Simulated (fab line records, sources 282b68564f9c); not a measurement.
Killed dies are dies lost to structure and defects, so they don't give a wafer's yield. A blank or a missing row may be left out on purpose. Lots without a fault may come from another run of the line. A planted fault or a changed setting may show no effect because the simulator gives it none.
fab line records | flow rit_cmos
record lots=6 wafers=18 last_day=7
route steps=202 shown NLDD@111 PLDD@114 M1@202
lots that met no fault: from a run of the same line without faults
start_h: hours from the record's first day to the start of the lot's first wafer shown | wait_h: hours since the lot's step before | " the same as in the row above | L1.1+2: a row that stands for several wafers | - no value, or no start given | * or withheld: withheld | < > ~ a bound
route shown NAME@n: a module of which the file shows steps, and the number in the route of the first | usual: mean/standard deviation of fault-free wafers | same: alike in all rows | chamber/n: place in a boat | sites: the reading at each site | _std_site: their standard deviation | _edge_site: outer sites' mean less inner sites' | radius_mm: how far each site lies from the wafer's centre | mask NAME#n: copy n | behind: the tool/chamber that last shaped the wafer | hold: why the lot was held/for how many hours/how that ended | device: the transistor (n, p or np) that didn't switch | end of line: the same wafers' tests at the end of the route | a step without rows: its recipe alone | killed: dies lost to structure and defects at the first sort, not the wafer's yield | map: a wafer's dies, x killed, . not, _ none there
set.NAME: the setting as run; set.NAME@STEP: as run at that earlier step | model.NAME: the simulator's own value behind a step, which no gauge read
lots at some steps of the route; a table a step, a row a wafer
services: from which hour (start_h, from the record's first day; less than 0 if before it) a tool's chamber was out of use, for how many hours, and why
## steps
# step RIT_NLDD_IMPLANT_08
# recipe species=P energy_kev=20 dose_cm2=5e+14 tilt_deg=7
# step RIT_NLDD_STRIP_09
# recipe chemistry=O2 time_s=180 resist=NOVOLAK platen_temp_c=withheld power_w=500 pressure_mtorr=4000 o2_flow_sccm=4000
# usual drypump_motor_current_A=6.0/0.32 o2_flow_sccm=3999/12
# columns lot.wafer tool chamber start_h wait_h drypump_motor_current_A o2_flow_sccm rf_hours_counter_h
L243.1 plasma_asher-04 1 47.53 0.1 5.8 4018 43
L243.4 " 1 " " 5.8 4001 -
L243.5 " 0 " " 5.9 4027 -
L248.2 plasma_asher-01 1 72.39 0.1 6.0 4003 27
L248.5 " 1 " " 6.0 4005 -
L248.6 " 0 " " 6.5 3990 -
L254.1 plasma_asher-02 1 104.50 0.1 5.5 3995 46
L254.5 " 1 " " 5.5 4011 -
L254.6 " 0 " " 6.2 4005 -
L255.1 plasma_asher-02 0 110.87 0.1 6.2 3986 46
L255.2 " 1 " " 5.5 4019 46
L255.6 " 1 " " 5.5 3983 -
L258.3 plasma_asher-04 0 126.30 0.1 5.9 3986 -
L258.4 " 1 " " 5.7 3992 -
L258.6 " 0 " " 5.9 3982 -
L262.1 plasma_asher-02 0 147.83 0.1 6.2 4017 50
L262.4 " 0 " " 6.2 4017 -
L262.6 " 0 " " 6.2 3986 -
# step RIT_NLDD_TW_MEAS_10
# usual NLDD_TW=2489/11
# columns lot.wafer tool chamber start_h wait_h NLDD_TW
L243.1 film_metro-04 - 47.70 0.1 2475
L243.4 " - " " 2483
L243.5 " - " " 2474
L248.2 film_metro-01 - 72.58 0.1 2485
L248.5 " - " " 2499
L248.6 " - " " 2485
L254.1 film_metro-04 - 104.68 0.1 2494
L254.5 " - " " 2491
L254.6 " - " " 2488
L255.1 film_metro-04 - 111.04 0.1 2496
L255.2 " - " " 2496
L255.6 " - " " 2486
L258.3 film_metro-02 - 126.44 0.1 2477
L258.4 " - " " 2479
L258.6 " - " " 2484
L262.1 film_metro-02 - 148.00 0.1 2481
L262.4 " - " " 2477
L262.6 " - " " 2497
# step RIT_PLDD_HMDS_00
# recipe prime_time_s=60 prime_temp_c=140
# step RIT_PLDD_COAT_01
# recipe resist=NOVOLAK spin_rpm=3250 resist_thk_nm=1000
# step RIT_PLDD_SOFTBAKE_02
# recipe resist=NOVOLAK temp_c=90 time_s=60
# step RIT_PLDD_EXPOSE_03
# recipe mask_id=M8 na=0.57 target_cd_nm=40900 dose_mj=250
# step RIT_PLDD_PEB_04
# recipe resist=NOVOLAK temp_c=withheld time_s=withheld
# step RIT_PLDD_DEVELOP_05
# recipe resist=NOVOLAK develop_time_s=50 dev_temp_c=23
# step RIT_PLDD_OVL_MEAS_06
# usual PLDD_OVL=-0.5/1.5
# columns lot.wafer tool chamber start_h wait_h PLDD_OVL[nm]
L243.1 overlay-01 - 48.61 - -0.3
L243.4 " - " " -2.2
L243.5 " - " " 0.2
L248.2 overlay-02 - 73.61 - -0.6
L248.5 " - " " -0.1
L248.6 " - " " -0.9
L254.1 overlay-02 - 105.71 - -0.5
L254.5 " - " " -2.8
L254.6 " - " " -1.0
L255.1 overlay-01 - 112.08 - -1.9
L255.2 " - " " -1.5
L255.6 " - " " -1.3
L258.3 overlay-02 - 127.46 - 0.8
L258.4 " - " " 1.6
L258.6 " - " " -0.1
L262.1 overlay-01 - 149.04 - -0.3
L262.4 " - " " -0.5
L262.6 " - " " 1.1
# step RIT_PLDD_HARDBAKE_07
# recipe resist=NOVOLAK temp_c=140 time_s=60
# step RIT_PLDD_IMPLANT_08
# recipe species=BF2 energy_kev=20 dose_cm2=9e+14 tilt_deg=7
# step RIT_PLDD_STRIP_09
# recipe chemistry=O2 time_s=180 resist=NOVOLAK platen_temp_c=withheld power_w=500 pressure_mtorr=4000 o2_flow_sccm=4000
# usual drypump_motor_current_A=6.0/0.32 o2_flow_sccm=3998/12
# columns lot.wafer tool chamber start_h wait_h drypump_motor_current_A o2_flow_sccm rf_hours_counter_h
L243.1 plasma_asher-04 1 48.95 0.1 5.8 4004 43
L243.4 " 0 " " 5.9 4005 -
L243.5 " 0 " " 5.9 4003 -
L248.2 plasma_asher-01 0 73.94 0.1 6.5 3984 27
L248.5 " 1 " " 6.0 3972 -
L248.6 " 0 " " 6.5 3984 -
L254.1 plasma_asher-01 1 106.05 0.1 6.0 4804 30
L254.5 " 1 " " 6.0 4826 -
L254.6 " 0 " " 6.5 3994 -
L255.1 plasma_asher-01 0 112.41 0.1 6.5 3999 31
L255.2 " 1 " " 6.0 4784 31
L255.6 " 1 " " 6.0 4804 -
L258.3 plasma_asher-04 0 127.85 0.1 5.9 3981 -
L258.4 " 1 " " 5.7 3988 -
L258.6 " 0 " " 5.9 3990 -
L262.1 plasma_asher-04 1 149.37 0.1 5.8 4020 53
L262.4 " 1 " " 5.8 4009 -
L262.6 " 0 " " 5.9 4001 -
# step RIT_PLDD_TW_MEAS_10
# usual PLDD_TW=2345/11
# columns lot.wafer tool chamber start_h wait_h PLDD_TW
L243.1 film_metro-01 - 49.12 0.1 2341
L243.4 " - " " 2322
L243.5 " - " " 2330
L248.2 film_metro-01 - 74.12 0.1 2348
L248.5 " - " " 2353
L248.6 " - " " 2354
L254.1 film_metro-02 - 106.22 0.1 2337
L254.5 " - " " 2353
L254.6 " - " " 2342
L255.1 film_metro-02 - 112.59 0.1 2352
L255.2 " - " " 2358
L255.6 " - " " 2349
L258.3 film_metro-04 - 127.98 0.1 2344
L258.4 " - " " 2361
L258.6 " - " " 2356
L262.1 film_metro-01 - 149.55 0.1 2345
L262.4 " - " " 2356
L262.6 " - " " 2339
# step RIT_M1_PROBE_99
# usual killed_at_contacts=0.0/0.25 killed_at_front_end=6.6/2.7 killed_dies=6.7/2.7 killed_open=3.3/1.9 killed_short=3.4/1.9
# same gross_dies=264 killed_at_M0_to_M3=0 killed_at_M4_up=0 killed_at_back_side=0 killed_at_other=0
# columns lot.wafer tool chamber start_h wait_h killed_at_contacts killed_at_front_end killed_dies killed_open killed_short
L243.1 prober-02 - 63.81 0.1 0 9 9 4 5
L243.4 prober-02 - 63.96 0.2 0 8 8 2 6
L243.5 prober-02 - 64.01 0.2 0 5 5 1 4
L248.2 prober-01 - 88.72 0.1 0 3 3 1 2
L248.5 prober-01 - 88.87 0.2 0 5 5 2 3
L248.6 prober-01 - 88.92 0.2 0 7 7 5 2
L254.1 prober-01 - 119.69 0.1 0 10 10 3 7
L254.5 prober-01 - 119.89 0.2 0 13 13 4 9
L254.6 prober-01 - 119.94 0.2 0 9 9 4 5
L255.1 prober-02 - 126.24 0.1 2 8 10 3 7
L255.2 prober-02 - 126.29 0.1 0 4 4 3 1
L255.6 prober-02 - 126.49 0.2 0 8 8 5 3
L258.3 prober-01 - 144.20 0.2 0 8 8 5 3
L258.4 prober-01 - 144.25 0.2 1 10 11 7 4
L258.6 prober-01 - 144.35 0.2 0 6 6 2 4
L262.1 prober-02 - 165.60 0.1 0 5 5 1 4
L262.4 prober-02 - 165.75 0.2 0 5 5 1 4
L262.6 prober-02 - 165.85 0.2 0 7 7 1 6
# killed by level:class
L243.1 SILICIDE:geometric_particle:short=2 FOX1:geometric_particle:open=1 GATE:geometric_particle:open=1 GATE:geometric_particle:short=1 REOX:geometric_particle:open=1 REOX:geometric_particle:short=1 SPACER:geometric_particle:short=1 SPACER:geometric_particle:open=1
L243.4 FOX1:geometric_particle:short=2 SILICIDE:geometric_particle:short=2 FOX1:geometric_particle:open=1 FOX2:geometric_particle:short=1 GATE:geometric_particle:short=1 SILICIDE:geometric_particle:open=1
L243.5 GATE:geometric_particle:short=2 REOX:geometric_particle:short=1 SILICIDE:geometric_particle:open=1 SILICIDE:geometric_particle:short=1
L248.2 FOX1:geometric_particle:short=1 GATE:geometric_particle:open=1 REOX:geometric_particle:short=1
L248.5 SPACER:geometric_particle:open=2 ACTIVE:geometric_particle:short=1 SPACER:geometric_particle:short=1 REOX:geometric_particle:short=1
L248.6 SPACER:geometric_particle:open=2 FOX1:geometric_particle:open=1 FOX2:geometric_particle:short=1 GATE:geometric_particle:open=1 REOX:geometric_particle:open=1 SPACER:geometric_particle:short=1
L254.1 REOX:geometric_particle:short=3 SPACER:geometric_particle:short=2 SILICIDE:geometric_particle:open=2 FOX1:geometric_particle:open=1 GATE:geometric_particle:short=1 SILICIDE:geometric_particle:short=1
L254.5 SILICIDE:geometric_particle:short=3 FOX1:geometric_particle:short=2 GATE:geometric_particle:open=2 SPACER:geometric_particle:open=2 SPACER:geometric_particle:short=2 FOX2:geometric_particle:short=1 REOX:geometric_particle:short=1
L254.6 SPACER:geometric_particle:short=3 GATE:geometric_particle:open=2 FOX1:geometric_particle:short=1 GATE:geometric_particle:short=1 SPACER:geometric_particle:open=1 SILICIDE:geometric_particle:open=1
L255.1 FOX1:geometric_particle:short=2 FOX1:geometric_particle:open=2 GATE:geometric_particle:short=2 CONTACT:geometric_particle:short=2 SPACER:geometric_particle:open=1 SPACER:geometric_particle:short=1
L255.2 FOX1:geometric_particle:open=2 SPACER:geometric_particle:short=1 SILICIDE:geometric_particle:open=1
L255.6 GATE:geometric_particle:open=3 REOX:geometric_particle:short=2 FOX1:geometric_particle:open=1 REOX:geometric_particle:open=1 SPACER:geometric_particle:short=1
L258.3 GATE:geometric_particle:short=2 GATE:geometric_particle:open=2 FOX1:geometric_particle:open=1 REOX:geometric_particle:short=1 SPACER:geometric_particle:open=1 SILICIDE:geometric_particle:open=1
L258.4 GATE:geometric_particle:open=3 FOX1:geometric_particle:short=1 FOX2:geometric_particle:open=1 FOX2:geometric_particle:short=1 REOX:geometric_particle:open=1 SPACER:geometric_particle:open=1 SILICIDE:geometric_particle:short=1 SILICIDE:geometric_particle:open=1
L258.6 GATE:geometric_particle:short=2 FOX2:geometric_particle:short=1 GATE:geometric_particle:open=1 SILICIDE:geometric_particle:open=1 SILICIDE:geometric_particle:short=1
L262.1 SILICIDE:geometric_particle:short=2 FOX2:geometric_particle:short=1 GATE:geometric_particle:short=1 GATE:geometric_particle:open=1
L262.4 GATE:geometric_particle:short=2 FOX2:geometric_particle:short=1 REOX:geometric_particle:short=1 SILICIDE:geometric_particle:open=1
L262.6 GATE:geometric_particle:short=2 FOX2:geometric_particle:short=1 GATE:geometric_particle:open=1 REOX:geometric_particle:short=1 SILICIDE:geometric_particle:short=1 SPACER:geometric_particle:short=1
## services
# columns tool chamber start_h hours kind
plasma_asher-02 - 43.78 0.9 repair
## key
first_sign step=RIT_PLDD_STRIP_09 reading=o2_flow_sccm direction=up sigmas=70 usual=3998 struck=4805
effect none on later readings
met_at RIT_PLDD_STRIP_09
struck_wafers L254.1,L254.5,L255.2,L255.6
tester_left_out L254,L255
onset_between 73.94 106.05
fault kind=process_parameter_drift tool=plasma_asher-01 chamber=1 onset_h=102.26 steps=RIT_PLDD_STRIP_09 channel=o2_flow_sccm offset=800 shape=step end_h=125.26 acts_in=these_recipes_only stated=4000
# tester_left_out: of these lots the tester's yield and bins aren't shown, on N5 and GAA mostly nor the transistor test; their killed dies are dies lost to structure and defects alone, not to doping, threshold or leakage, so they don't give the yield
